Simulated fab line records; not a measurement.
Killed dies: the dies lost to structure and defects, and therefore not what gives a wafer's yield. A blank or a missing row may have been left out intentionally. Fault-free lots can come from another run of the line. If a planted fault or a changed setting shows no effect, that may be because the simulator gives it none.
A struck lot beside a sound one || flow rit-cmos || 44 out of 202 route steps
Sound: the wafers L358.3, L358.4, L358.6. Struck: wafers L367.1, L367.2, L367.4. Last of all comes the cause.
Order at every step that has rows: each side's tool, ch and its chambers, its first start. Under that, the readings that differ: sound wafers || struck wafers || difference of the means || sigmas: that difference in standard deviations of wafers without a fault.
alike: readings with means less than 2 such deviations apart, plus words and numbers identical on both sides. not compared: withheld readings, readings lacking a value on some wafer, bounds such as >300 that could conceal the same value, and numbers that have no deviation in the record and whose values overlap.
A row with sigmas, a row that says differs or no value, or rows on one side alone: a step with any of these is where the two part. When numbers do not overlap yet have no deviation, they are printed without sigmas and do not part them. Lack of a reading on every wafer of one side parts them only where that side has two or more wafers.

first, 2 steps without rows for these wafers: RIT_NLDD_HARDBAKE_07 (time 60 s); RIT_NLDD_IMPLANT_08.
RIT_NLDD_STRIP_09: strips in O2, time 180 s.
  sound on plasma-asher-03 ch 0,1, day 3 15:27; struck on plasma-asher-04 ch 0,1, day 5 11:25
  alike: drypump-motor-current-A
  not compared: rf-hours-counter-h
RIT_NLDD_TW_MEAS_10:
  sound on film-metro-03, day 3 15:35; struck on film-metro-03, day 5 11:35
{"reading": "NLDD_TW", "sound": "2510 2518 2522", "struck": "2482 2491 2499", "difference": -26, "sigmas": -2}
then, 6 steps without rows for these wafers: RIT_PLDD_HMDS_00 (prime time 60 s); RIT_PLDD_COAT_01 (resist thk 1000 nm); RIT_PLDD_SOFTBAKE_02 (time 60 s); RIT_PLDD_EXPOSE_03 (exposes mask M8, target cd 40900 nm); RIT_PLDD_PEB_04; RIT_PLDD_DEVELOP_05 (develop time 50 s).
RIT_PLDD_OVL_MEAS_06:
  sound on overlay-02, day 3 16:29; struck on overlay-01, day 5 12:38
  alike: PLDD_OVL
then, 1 step without rows for these wafers: RIT_PLDD_HARDBAKE_07 (time 60 s).
RIT_PLDD_IMPLANT_08:
  sound on implanter-02 ch 0, day 3 16:43; struck on implanter-01 ch 0, day 5 12:49
{"reading": "dose-ions-cm2", "sound": "9.002e+14 9.015e+14 9.007e+14", "struck": "1.4401e+15 1.4404e+15 1.4399e+15", "difference": "+5.3933e+14", "sigmas": "+99 or more"}
{"reading": "end-station-pressure-torr (Torr)", "sound": "6.6e-06 7.3e-06 7.2e-06", "struck": "8.1e-06 8.5e-06 9.1e-06", "difference": "+1.5e-06", "sigmas": "+4"}
{"reading": "faraday-current-uA", "sound": "2792 2785 2904", "struck": "4573 4442 4533", "difference": "+1689", "sigmas": "+33"}
  alike: tilt-deg
RIT_PLDD_STRIP_09: strips in O2, time 180 s.
  sound on plasma-asher-02 ch 0,1, day 3 16:52; struck on plasma-asher-04 ch 0,1, day 5 12:58
  alike: drypump-motor-current-A
  not compared: rf-hours-counter-h
RIT_PLDD_TW_MEAS_10:
  sound on film-metro-02, day 3 17:01; struck on film-metro-02, day 5 13:08
{"reading": "PLDD_TW", "sound": "2356 2351 2348", "struck": "2636 2634 2632", "difference": "+282", "sigmas": "+24"}
then, 4 steps without rows for these wafers: RIT_SPACER_CLEAN_00 (cleans in SC1, time 600 s); RIT_SPACER_CLEAN_01 (cleans in dHF, time 30 s); RIT_SPACER_CLEAN_02 (cleans in SC2, time 600 s); RIT_SPACER_CVD_03 (deposits Si3N4 from SiH2Cl2/NH3, target thk 250 nm, time 3386 s).
RIT_SPACER_THK_MEAS_04:
  sound on film-metro-02, day 3 19:23; struck on film-metro-01, day 5 15:29
  alike: SPACER_NITRIDE_THK
RIT_SPACER_ETCHBACK_05: etches Si3N4 in SF6/CHF3, stops on SiO2, target depth 250 nm, time 240 s.
  sound on rie-diel-03 ch 0,2,3, day 3 19:26; struck on rie-diel-04 ch 0,2,3, day 5 15:32
  alike: drypump-motor-current-A, oes-product-au, throttle-valve-pct
  not compared: rf-hours-counter-h
then, 6 steps without rows for these wafers: RIT_NSD_HMDS_00 (prime time 60 s); RIT_NSD_COAT_01 (resist thk 1000 nm); RIT_NSD_SOFTBAKE_02 (time 60 s); RIT_NSD_EXPOSE_03 (exposes mask M9, target cd 40700 nm); RIT_NSD_PEB_04; RIT_NSD_DEVELOP_05 (develop time 50 s).
RIT_NSD_OVL_MEAS_06:
  sound on overlay-02, day 3 20:35; struck on overlay-01, day 5 16:40
  alike: NSD_OVL
then, 2 steps without rows for these wafers: RIT_NSD_HARDBAKE_07 (time 60 s); RIT_NSD_IMPLANT_08.
RIT_NSD_STRIP_09: strips in O2, time 180 s.
  sound on plasma-asher-04 ch 0,1, day 3 21:05; struck on plasma-asher-03 ch 0,1, day 5 17:00
  alike: drypump-motor-current-A
  not compared: rf-hours-counter-h
RIT_NSD_TW_MEAS_10:
  sound on film-metro-03, day 3 21:14; struck on film-metro-03, day 5 17:11
  alike: NSD_TW
then, 6 steps without rows for these wafers: RIT_PSD_HMDS_00 (prime time 60 s); RIT_PSD_COAT_01 (resist thk 1009 nm); RIT_PSD_SOFTBAKE_02 (time 60 s); RIT_PSD_EXPOSE_03 (exposes mask M10, target cd 40900 nm); RIT_PSD_PEB_04; RIT_PSD_DEVELOP_05 (develop time 50 s).
RIT_PSD_OVL_MEAS_06:
  sound on overlay-02, day 3 22:15; struck on overlay-02, day 5 18:05
  alike: PSD_OVL
then, 2 steps without rows for these wafers: RIT_PSD_HARDBAKE_07 (time 60 s); RIT_PSD_IMPLANT_08.
RIT_PSD_STRIP_09: strips in O2, time 180 s.
  sound on plasma-asher-02 ch 0,1, day 3 22:38; struck on plasma-asher-03 ch 0,1, day 5 18:25
  alike: drypump-motor-current-A
  not compared: rf-hours-counter-h
RIT_SDANNEAL_RS_MEAS_06: uses a four-point probe to measure.
  sound on film-metro-02, day 3 23:31; struck on film-metro-02, day 5 19:20
{"reading": "PLDD_RS (ohm/sq)", "sound": "179.2 179.0 179.2", "struck": "157.1 157.4 157.3", "difference": -21.9, "sigmas": -50}
RIT_M1_PROBE_99:
  sound on prober-01, day 4 07:03; struck on prober-02, day 6 02:40
{"reading": "model.etest.pmos_0p3.r-on-ohm-um", "sound": "6162 6134 6007", "struck": "6192 6215 6339", "difference": "+148", "sigmas": ""}
{"reading": "model.etest.pmos_0p15.r-on-ohm-um", "sound": "2610 2628 2643", "struck": "2751 2647 2780", "difference": "+99", "sigmas": ""}
{"reading": "model.etest.pldd.rs-ohm-sq", "sound": "475 489.3 499.1", "struck": "381.7 389.9 390.1", "difference": -100.6, "sigmas": ""}
{"reading": "model.etest.pldd.line-ohm-um", "sound": "145.9 152.3 159.4", "struck": "118.3 122.1 121.6", "difference": -31.9, "sigmas": ""}
{"reading": "model.etest.pmos_0p15.drive-ua-um", "sound": "274.5 272.6 270.3", "struck": "254 266.5 249.3", "difference": -16, "sigmas": ""}
{"reading": "model.etest.pmos_0p15.swing-mv-dec", "sound": "84.09 84.31 83.4", "struck": "84.8 84.73 84.5", "difference": "+0.7", "sigmas": ""}
  alike: killed_at_M0_to_M3, killed-at-contacts, killed-at-front-end, killed-dies, killed-open, killed-short
  not compared: model.etest.pmos-turned.r-on-ohm-um, model.etest.pmos-turned.drive-ua-um

WHERE THEY PART
First at RIT_NLDD_TW_MEAS_10; last, within this record, at RIT_SDANNEAL_RS_MEAS_06. Later steps at which nothing parts them and some readings are alike: RIT_M1_PROBE_99.

WHY: whatever the simulator had introduced
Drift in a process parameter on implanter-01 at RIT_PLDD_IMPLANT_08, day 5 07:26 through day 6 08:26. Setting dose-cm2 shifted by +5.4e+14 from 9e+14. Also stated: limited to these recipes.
